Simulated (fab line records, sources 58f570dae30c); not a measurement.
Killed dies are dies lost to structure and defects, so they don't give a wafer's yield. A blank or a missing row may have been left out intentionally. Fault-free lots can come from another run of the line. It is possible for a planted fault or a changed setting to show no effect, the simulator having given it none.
fab line records + flow berkeleyCmos170
record:
- lots: 5
- wafers: 23
route steps=331 shown M3@319
startH: hours from the record's first day to the start of the lot's first wafer shown + waitH: hours elapsed since this lot's preceding step + " repeats the value in the row above + L1.1+2: a row that stands for several wafers + - value missing, or start not given + * or withheld: withheld + < > ~ a bound
route shown NAME@n: NAME is a module with steps in the file, n the number in the route of the first one + usual: the fault-free wafers' mean and standard deviation + same: alike in all rows + chamber/n: place in a boat + sites: readings site by site + _std_site: standard deviation across them + _edge_site: inner sites' mean taken away from outer sites' mean + radiusMm: how far each site lies from the wafer's centre + mask NAME#n: copy n + behind: the last tool/chamber to shape the wafer + hold: why the lot was held/for how many hours/how that ended + device: the n, p or np transistor that did not switch + end of line: tests run on the same wafers once the route is complete + a step given without rows: its recipe and nothing more + killed: dies that structure and defects cost at the first sort, which is not the same as the wafer's yield + map: dies across one wafer; x = killed, . = not, _ = none there
set.NAME: the setting that was run; set.NAME@STEP: the one run at that earlier step + model.NAME: the simulator's own value behind a step, which no gauge read
lots whose settings were changed on purpose; a table a step, a row a wafer
== steps ==
step: UCB170_M3_COAT_10
recipe:
- resist: KrF
- spinRpm: 1500
- resistThkNm: 900
| lot.wafer | tool          | chamber | startH | waitH | set.spinRpm | model.KrF_of_M3_COAT_10.thkNm |
|-----------|---------------|---------|--------|-------|-------------|-------------------------------|
| L075.1    | lithoTrack-03 | 0       | -      | -     | 1468        | 918.2                         |
| L075.2    | "             | 0       | "      | "     | 1468        | 915.4                         |
| L075.3    | "             | 0       | "      | "     | 1500        | 906.9                         |
| L075.4    | "             | 0       | "      | "     | 1500        | 909.3                         |
| L075.5    | "             | 0       | "      | "     | 1468        | 917.3                         |
| L079.1+5  | lithoTrack-03 | 0       | -      | -     | 1500        | -                             |
| L079.2    | "             | 0       | "      | "     | 1573        | 884.1                         |
| L079.3    | "             | 0       | "      | "     | 1573        | -                             |
| L079.4    | "             | 0       | "      | "     | 1500        | 903.8                         |
| L080.1    | lithoTrack-02 | 0       | -      | -     | 1439        | 918.6                         |
| L080.3    | "             | 0       | "      | "     | 1439        | 916.1                         |
| L080.4    | "             | 0       | "      | "     | 1500        | 900                           |
| L080.5    | "             | 0       | "      | "     | 1500        | 898.2                         |
| L080.6    | "             | 0       | "      | "     | 1439        | 916.5                         |
| L081.2    | lithoTrack-04 | 0       | -      | -     | 1500        | 901.2                         |
| L081.4    | "             | 0       | "      | "     | 1500        | 899.5                         |
| L081.5    | "             | 0       | "      | "     | 1500        | 900.8                         |
| L085.1+3  | lithoTrack-04 | 0       | -      | -     | 1500        | -                             |
| L085.2    | "             | 0       | "      | "     | 1418        | 926.4                         |
| L085.4    | "             | 0       | "      | "     | 1418        | -                             |
| L085.5    | "             | 0       | "      | "     | 1500        | 901.3                         |
== key ==
split:
- step: UCB170_M3_COAT_10
- setting: spinRpm
- stated: 1500
- by: wafer
response:
- step: UCB170_M3_COAT_10
- reading: model.KrF_of_M3_COAT_10.thkNm
- change: -4.35
- per: 1%
- r: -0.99
